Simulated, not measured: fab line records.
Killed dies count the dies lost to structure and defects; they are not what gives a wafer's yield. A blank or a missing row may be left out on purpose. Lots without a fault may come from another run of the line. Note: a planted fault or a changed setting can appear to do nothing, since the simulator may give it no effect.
A sampling plan put to the test    flow berkeley-cmos170    one fab line, 32 faults that these records tell of, each judged on the records of the lots that it struck
The plan is the line's own looks: the steps of the route at which a gauge or an inspection reads the wafer and doesn't change it. A look can be judged if struck wafers have a number there and the file gives its usual mean and standard deviation on fault-free wafers. Caught: a look later than the fault's first step finds the struck wafers' mean 4 or more of those standard deviations (sigma) from the usual mean. On the tool: the test repeated on the tool's own readings taken at the fault's steps. Caught also covers a different recipe on the struck wafers, or a record left blank for those wafers only.

THE FAULTS, as the simulator had put them in
1. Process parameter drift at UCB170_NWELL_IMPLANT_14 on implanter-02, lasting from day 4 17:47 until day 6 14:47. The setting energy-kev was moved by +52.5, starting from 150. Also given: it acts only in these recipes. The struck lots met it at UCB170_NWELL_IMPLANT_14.
2. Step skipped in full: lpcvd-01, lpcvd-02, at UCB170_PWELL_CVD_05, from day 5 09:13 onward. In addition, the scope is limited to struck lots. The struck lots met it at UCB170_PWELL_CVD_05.
3. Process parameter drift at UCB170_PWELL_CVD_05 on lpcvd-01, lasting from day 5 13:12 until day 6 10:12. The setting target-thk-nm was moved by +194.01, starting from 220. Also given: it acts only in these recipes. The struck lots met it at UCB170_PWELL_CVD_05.
4. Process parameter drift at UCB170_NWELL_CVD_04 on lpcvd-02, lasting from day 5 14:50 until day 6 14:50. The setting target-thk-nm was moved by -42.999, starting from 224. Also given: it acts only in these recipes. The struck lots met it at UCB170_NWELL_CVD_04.
5. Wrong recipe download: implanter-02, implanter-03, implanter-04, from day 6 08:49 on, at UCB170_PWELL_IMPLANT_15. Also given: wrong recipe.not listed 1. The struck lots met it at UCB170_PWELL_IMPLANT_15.
6. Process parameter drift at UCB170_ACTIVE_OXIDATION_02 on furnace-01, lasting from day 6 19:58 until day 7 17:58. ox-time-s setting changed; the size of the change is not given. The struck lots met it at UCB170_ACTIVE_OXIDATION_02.
7. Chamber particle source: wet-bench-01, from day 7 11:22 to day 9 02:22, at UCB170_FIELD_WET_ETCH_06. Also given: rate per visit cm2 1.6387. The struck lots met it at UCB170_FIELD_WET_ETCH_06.
8. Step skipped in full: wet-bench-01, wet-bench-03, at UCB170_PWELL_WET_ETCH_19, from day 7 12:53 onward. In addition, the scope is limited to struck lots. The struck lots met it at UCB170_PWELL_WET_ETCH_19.
9. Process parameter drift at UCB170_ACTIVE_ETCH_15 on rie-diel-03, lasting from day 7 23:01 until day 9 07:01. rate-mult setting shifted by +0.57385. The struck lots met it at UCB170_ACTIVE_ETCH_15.
10. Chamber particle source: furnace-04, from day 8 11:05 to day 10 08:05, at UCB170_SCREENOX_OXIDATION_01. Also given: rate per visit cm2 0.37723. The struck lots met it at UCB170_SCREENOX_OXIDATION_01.
11. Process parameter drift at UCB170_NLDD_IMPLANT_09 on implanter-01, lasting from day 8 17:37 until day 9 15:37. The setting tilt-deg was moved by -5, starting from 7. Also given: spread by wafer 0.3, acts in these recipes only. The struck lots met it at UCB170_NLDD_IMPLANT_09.
12. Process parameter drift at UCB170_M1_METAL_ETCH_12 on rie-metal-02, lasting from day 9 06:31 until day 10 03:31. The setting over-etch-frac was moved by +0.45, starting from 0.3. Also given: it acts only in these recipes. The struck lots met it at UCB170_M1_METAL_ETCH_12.
13. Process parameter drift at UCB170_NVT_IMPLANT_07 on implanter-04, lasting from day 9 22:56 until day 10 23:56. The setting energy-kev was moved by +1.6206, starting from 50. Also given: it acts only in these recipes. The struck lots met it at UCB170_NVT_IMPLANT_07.
14. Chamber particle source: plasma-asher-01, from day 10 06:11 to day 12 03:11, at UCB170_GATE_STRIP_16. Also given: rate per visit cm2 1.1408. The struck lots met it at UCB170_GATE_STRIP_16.
15. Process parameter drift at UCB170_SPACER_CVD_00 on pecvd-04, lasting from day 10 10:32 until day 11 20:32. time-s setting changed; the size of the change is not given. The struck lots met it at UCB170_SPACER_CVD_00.
16. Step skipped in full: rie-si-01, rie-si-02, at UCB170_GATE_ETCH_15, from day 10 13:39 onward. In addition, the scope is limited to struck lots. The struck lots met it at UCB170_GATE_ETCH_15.
17. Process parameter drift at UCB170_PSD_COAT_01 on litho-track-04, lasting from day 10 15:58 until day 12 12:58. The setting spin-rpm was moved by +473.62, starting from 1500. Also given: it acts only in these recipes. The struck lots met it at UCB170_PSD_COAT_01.
18. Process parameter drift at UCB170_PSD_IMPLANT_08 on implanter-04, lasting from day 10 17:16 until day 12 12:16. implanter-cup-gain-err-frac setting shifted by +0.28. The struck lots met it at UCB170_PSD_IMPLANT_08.
19. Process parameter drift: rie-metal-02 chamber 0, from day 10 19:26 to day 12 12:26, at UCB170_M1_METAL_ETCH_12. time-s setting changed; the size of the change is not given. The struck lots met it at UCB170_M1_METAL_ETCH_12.
20. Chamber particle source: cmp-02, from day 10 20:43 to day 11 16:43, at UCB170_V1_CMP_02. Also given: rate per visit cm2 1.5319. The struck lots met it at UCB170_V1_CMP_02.
21. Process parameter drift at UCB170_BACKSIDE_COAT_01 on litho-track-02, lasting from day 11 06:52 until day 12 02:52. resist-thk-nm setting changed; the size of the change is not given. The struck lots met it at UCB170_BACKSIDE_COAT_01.
22. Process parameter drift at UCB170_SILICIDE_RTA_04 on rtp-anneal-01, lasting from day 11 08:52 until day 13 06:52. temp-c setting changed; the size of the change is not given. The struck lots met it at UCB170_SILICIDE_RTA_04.
23. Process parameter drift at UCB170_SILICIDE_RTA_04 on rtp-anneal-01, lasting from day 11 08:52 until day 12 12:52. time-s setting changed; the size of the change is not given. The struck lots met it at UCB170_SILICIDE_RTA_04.
24. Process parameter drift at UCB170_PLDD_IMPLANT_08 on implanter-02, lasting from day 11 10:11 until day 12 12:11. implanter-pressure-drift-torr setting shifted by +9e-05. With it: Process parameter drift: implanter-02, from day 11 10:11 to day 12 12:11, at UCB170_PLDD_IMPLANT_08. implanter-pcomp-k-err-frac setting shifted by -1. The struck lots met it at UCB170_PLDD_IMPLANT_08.
25. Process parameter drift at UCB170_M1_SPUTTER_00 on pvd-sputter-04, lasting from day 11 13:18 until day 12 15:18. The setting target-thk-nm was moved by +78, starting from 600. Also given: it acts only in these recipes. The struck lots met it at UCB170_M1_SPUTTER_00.
26. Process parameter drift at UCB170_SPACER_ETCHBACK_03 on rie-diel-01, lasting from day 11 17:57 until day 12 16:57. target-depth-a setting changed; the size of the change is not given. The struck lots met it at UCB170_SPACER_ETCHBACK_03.
27. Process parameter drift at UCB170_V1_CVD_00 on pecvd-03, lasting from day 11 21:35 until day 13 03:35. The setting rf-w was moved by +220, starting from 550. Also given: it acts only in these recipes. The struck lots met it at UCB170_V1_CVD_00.
28. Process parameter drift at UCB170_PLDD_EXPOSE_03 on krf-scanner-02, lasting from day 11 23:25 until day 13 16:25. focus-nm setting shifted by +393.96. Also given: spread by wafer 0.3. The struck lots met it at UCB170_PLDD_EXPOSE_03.
29. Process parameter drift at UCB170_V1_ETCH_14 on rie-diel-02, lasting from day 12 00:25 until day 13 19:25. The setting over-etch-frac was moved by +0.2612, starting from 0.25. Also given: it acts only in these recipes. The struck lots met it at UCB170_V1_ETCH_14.
30. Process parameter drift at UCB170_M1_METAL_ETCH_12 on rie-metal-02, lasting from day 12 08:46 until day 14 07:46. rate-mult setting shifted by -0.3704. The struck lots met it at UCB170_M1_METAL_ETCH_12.
31. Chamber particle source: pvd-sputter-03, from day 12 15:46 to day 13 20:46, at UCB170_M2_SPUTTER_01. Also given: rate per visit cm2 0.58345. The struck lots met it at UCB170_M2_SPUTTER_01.
32. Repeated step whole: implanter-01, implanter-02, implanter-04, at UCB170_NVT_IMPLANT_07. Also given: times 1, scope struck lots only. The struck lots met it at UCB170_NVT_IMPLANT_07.

WHAT THE PLAN SAW
fault  on the tool itself                                first look that catches it                       reading, sigma                   median hours from its first step to that look  hours from the fault's start to the first struck lot there  judged looks passed uncaught
1      beam-energy-keV +99 or beyond sigma               UCB170_NWELL_TW_MEAS_16                          NWELL_TW +7.6                    0.2                                            3                                                           0
2      the tool's record is blank for the struck wafers  no look after it can be judged                   -                                -                                              -                                                           0
3      under 2 sigma                                     UCB170_PWELL_THK_MEAS_06                         PWELL_NITRIDE_THK +99 or beyond  1.9                                            11                                                          0
4      under 2 sigma                                     UCB170_NWELL_THK_MEAS_05                         NWELL_NITRIDE_THK -16            1.9                                            6                                                           0
5      no reading that can be judged                     UCB170_PWELL_TW_MEAS_17                          PWELL_TW +99 or beyond           0.2                                            0                                                           0
6      no reading that can be judged                     UCB170_ACTIVE_THK_MEAS_03                        ACTIVE_OXIDE_THK +6.6            1.3                                            14                                                          0
7      no reading that can be judged                     none of the 3 looks that can be judged after it  -                                -                                              -                                                           3
8      the tool's record is blank for the struck wafers  no look after it can be judged                   -                                -                                              -                                                           0
9      under 2 sigma                                     none of the 3 looks that can be judged after it  -                                -                                              -                                                           3
10     under 2 sigma                                     none of the 2 looks that can be judged after it  -                                -                                              -                                                           2
11     under 2 sigma                                     UCB170_SDANNEAL_RS_MEAS_05                       NLDD_RS -38                      14.4                                           23                                                          0
12     oes-product-au -9.8 sigma                         UCB170_M1_CD_MEAS_90                             cd-nm -5.3                       0.3                                            1                                                           0
13     beam-energy-keV +99 or beyond sigma               no look after it can be judged                   -                                -                                              -                                                           0
14     under 2 sigma                                     none of the 3 looks that can be judged after it  -                                -                                              -                                                           3
15     run-length-s -4.9 sigma                           UCB170_SPACER_THK_MEAS_01                        SPACER_TEOS_THK -4.2             0.0                                            8                                                           0
16     the tool's record is blank for the struck wafers  no look after it can be judged                   -                                -                                              -                                                           0
17     spin-speed-rpm +99 or beyond sigma                UCB170_PSD_CD_MEAS_06                            cd-nm +5.2                       0.9                                            8                                                           0
18     faraday-current-uA +14 sigma                      UCB170_PSD_TW_MEAS_10                            PSD_TW -8.1                      0.2                                            7                                                           0
19     run-length-s -56 sigma                            no look after it can be judged                   -                                -                                              -                                                           0
20     under 2 sigma                                     not the one look that can be judged after it     -                                -                                              -                                                           1
21     under 2 sigma                                     not the one look that can be judged after it     -                                -                                              -                                                           1
22     under 2 sigma                                     none of the 6 looks that can be judged after it  -                                -                                              -                                                           6
23     under 2 sigma                                     none of the 6 looks that can be judged after it  -                                -                                              -                                                           6
24     end-station-pressure-torr +99 or beyond sigma     UCB170_PLDD_TW_MEAS_11                           PLDD_TW +4.4                     0.4                                            15                                                          0
25     under 2 sigma                                     UCB170_M1_RS_MEAS_01                             M1_AL_RS -10                     0.1                                            2                                                           0
26     oes-product-au -8.5 sigma                         no look after it can be judged                   -                                -                                              -                                                           0
27     rf-fwd-power-W +99 or beyond sigma                UCB170_V1_THK_MEAS_01                            V1_TEOS_THK +8.7                 0.2                                            2                                                           0
28     no reading that can be judged                     UCB170_PLDD_CD_MEAS_06                           cd-nm +5.9                       1.1                                            1                                                           0
29     oes-product-au -8.6 sigma                         none of the 2 looks that can be judged after it  -                                -                                              -                                                           2
30     oes-product-au -6.7 sigma                         UCB170_M1_CD_MEAS_90                             cd-nm +5.0                       0.2                                            16                                                          0
31     under 2 sigma                                     none of the 2 looks that can be judged after it  -                                -                                              -                                                           2
32     no reading that can be judged                     UCB170_NVT_TW_MEAS_09                            NVT_TW +26                       0.6                                            -                                                           0
A dash: the fault isn't caught, or these records don't give the number.

Caught at a look: 16 of 32. Caught on the tool: 15 of 32. By one or the other: 23 of 32.
On the tool alone, faults 2, 8, 13, 16, 19, 26, 29 were caught.
Caught at a look alone: faults 3, 4, 5, 6, 11, 25, 28, 32.
Caught by neither: faults 7, 9, 10, 14, 20, 21, 22, 23, 31.

THINNER SAMPLING
In the worst case, this is how late the first struck lot would be measured if the look that catches a fault measured only every second or every third lot, by lot number:
fault  struck lots at that look, in order of time  every lot  every second lot  every third lot
1      L407, L408                                  3 h        13 h              may miss all 2
3      L686, L687                                  11 h       11 h              may miss all 2
4      L277, L278, L280                            6 h        6 h               may miss all 3
5      L453, L452, L454, L455                      0 h        0 h               14 h
6      L840, L841                                  14 h       14 h              may miss all 2
11     L682, L681                                  23 h       23 h              may miss all 2
12     L502, L507                                  1 h        17 h              may miss all 2
15     L469, L474                                  8 h        12 h              may miss all 2
17     L853, L854                                  8 h        13 h              may miss all 2
18     L694, L698, L700                            7 h        may miss all 3    may miss all 3
24     L112, L111                                  15 h       15 h              may miss all 2
25     L269, L270                                  2 h        5 h               may miss all 2
27     L373, L378                                  2 h        30 h              may miss all 2
28     L168, L169                                  1 h        2 h               may miss all 2
30     L894, L896, L899                            16 h       35 h              may miss all 3
Hours are from the fault's start to the first struck lot that is measured. Since the struck wafers were tested as one group against 4 sigma, a single lot by itself may lie under the limit. Other struck lots may not be in these records.

THE LONGEST TIMED WAY FROM STEP TO LOOK
Fault 11: the median time between UCB170_NLDD_IMPLANT_09 and UCB170_SDANNEAL_RS_MEAS_05 is 14.4 hours. No look between them can be judged.
